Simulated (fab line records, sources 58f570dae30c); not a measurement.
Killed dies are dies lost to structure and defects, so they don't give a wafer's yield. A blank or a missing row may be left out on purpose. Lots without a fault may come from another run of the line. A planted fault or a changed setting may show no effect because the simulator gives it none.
Chamber matching | flow berkeley_cmos170 | UCB170_NSD_CLEAN_11 on wet_bench-01: 3 sister chambers
The step cleans in SPM, time 600 s. 3 wafers are shown with their chamber, then 3 later ones without.

WAFERS WITH THEIR CHAMBER
wafer  | chamber | temp_c (C)
L592.6 | 1       | 119.80
L595.3 | 2       | 120.03
L603.6 | 0       | 119.97

WAFERS WITHOUT THEIR CHAMBER
wafer  | temp_c (C)
L601.1 | 120.04
L601.5 | 120.05
L601.6 | 120.09

WHICH CHAMBER EACH WENT THROUGH
wafer  | from the rows above     | in truth
L601.1 | can't be placed: 2 or 0 | 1
L601.5 | can't be placed: 2 or 0 | 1
L601.6 | can't be placed: 2 or 0 | 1
Placed correctly: 0 of 3. Can't be placed from these rows: 3 (the true chamber is among the candidates in 0). Placed wrongly: 0.
How it was worked out, from the rows above alone: a wafer's distance from a chamber is the root of the sum, over the readings, of the square of ((its reading less the chamber's mean) divided by the reading's scatter). The wafer belongs to the nearest chamber; if the next one is less than 2 further off, it can't be placed. A chamber's mean is the mean of its shown wafers. The scatter: with one shown wafer a chamber, the root of the mean of the squares of how far each hidden wafer lies from its nearest shown one.
